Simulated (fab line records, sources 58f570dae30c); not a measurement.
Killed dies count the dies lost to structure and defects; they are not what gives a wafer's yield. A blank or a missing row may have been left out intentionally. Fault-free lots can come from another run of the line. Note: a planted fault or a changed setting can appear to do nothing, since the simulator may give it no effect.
Check for tools in common ; flow berkeley_cmos170 ; 42 wafers sampled across 12 lots

== WHY THIS WAS OPENED ==
At UCB170_GATE_THK_MEAS_05 the reading GATE_POLY_THK is flagged on 2 of 12 lots. Wafers without a fault read 213.9 nm, standard deviation 2.
Rule: a lot gets a flag if all its wafers with a number sit over 4 standard deviations from that mean, or if no wafer of it has a number. The other lots count as sound.

lot;measured;on;GATE_POLY_THK (nm), wafer by wafer;flag
L253;day 6 11:52;film_metro-02;215.2 214.2 214.3;
L256;day 6 11:52;film_metro-01;214.7 213.7 213.6;
L255;day 6 11:53;film_metro-04;213.4 214.4 212.8;
L254;day 6 11:56;film_metro-01;215.2 218.1 217.1;
L258;day 7 09:29;film_metro-01;263.1 261.0 262.2 263.5 260.9 262.0;FLAGGED
L257;day 7 09:31;film_metro-02;260.9 261.5 260.8 260.8 261.6 261.1;FLAGGED
L272;day 9 13:19;film_metro-01;214.2 211.9 213.3;
L270;day 9 13:19;film_metro-04;214.3 215.8 214.8;
L271;day 9 13:20;film_metro-02;211.6 212.0 212.7;
L275;day 10 15:05;film_metro-02;216.9 216.9 215.4;
L274;day 10 15:06;film_metro-04;216.4 213.9 212.8;
L276;day 11 06:36;film_metro-01;214.6 215.7 214.7;
On average the flagged lots' numbers are 261.6 nm, which is +47.7 nm against the usual, or +24 standard deviations.

== TOOL THAT RAN EACH LOT ==
The record holds 1 process step before the reading, out of a route of 331 steps. Each cell gives the tool, then ch followed by the chambers the sampled wafers passed through, then the start.
lot;flag;UCB170_GATE_CVD_04
L253;;lpcvd-02 ch 1, day 6 10:28
L256;;lpcvd-02 ch 1, day 6 10:28
L255;;lpcvd-02 ch 0, day 6 10:28
L254;;lpcvd-02 ch 0, day 6 10:28
L258;FLAGGED;lpcvd-02 ch 1, day 7 08:05
L257;FLAGGED;lpcvd-02 ch 0, day 7 08:05
L272;;lpcvd-01 ch 1, day 9 11:55
L270;;lpcvd-01 ch 0, day 9 11:55
L271;;lpcvd-01 ch 0, day 9 11:55
L275;;lpcvd-01 ch 0, day 10 13:41
L274;;lpcvd-01 ch 0, day 10 13:41
L276;;lpcvd-01 ch 1, day 11 04:29
These steps, and what they do:
- UCB170_GATE_CVD_04: deposits poly-Si from SiH4, time 1440 s, target thk 214 nm.
- UCB170_GATE_THK_MEAS_05

== FLAGGED OVER TOTAL, TOOL BY TOOL (the gauges that took the reading come last) ==
step;tool;lots run;flagged;share of the flagged lots;sound lots run after its first flagged lot
UCB170_GATE_CVD_04;lpcvd-01;6;0;none;-
UCB170_GATE_CVD_04;lpcvd-02;6;2;all;0
UCB170_GATE_THK_MEAS_05;film_metro-01;5;1;some;2 (L272,L276)
UCB170_GATE_THK_MEAS_05;film_metro-02;4;1;some;2 (L271,L275)
UCB170_GATE_THK_MEAS_05;film_metro-04;3;0;none;-

== WHAT THE TABLE ALLOWS ==
Rows of the table that ran each flagged lot: 1, that is lpcvd-02 at UCB170_GATE_CVD_04.
- lpcvd-02 at UCB170_GATE_CVD_04: 2 of its 6 lots flagged. Last sound lot L253 at day 6 10:28, first flagged lot L257 at day 7 08:05; a fault beginning in between fits. Its own readings lie more than 4 standard deviations out on every wafer of the flagged lots: pressure_mtorr.
One tool is left: lpcvd-02 at UCB170_GATE_CVD_04.

== WHAT WAS PUT IN BY THE SIMULATOR ==
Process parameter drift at UCB170_GATE_CVD_04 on lpcvd-02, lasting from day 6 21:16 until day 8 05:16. A move of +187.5 in setting pressure_mtorr, from 375. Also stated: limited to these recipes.
Struck lots among those shown: L258, L257. The rule above reached the same finding.
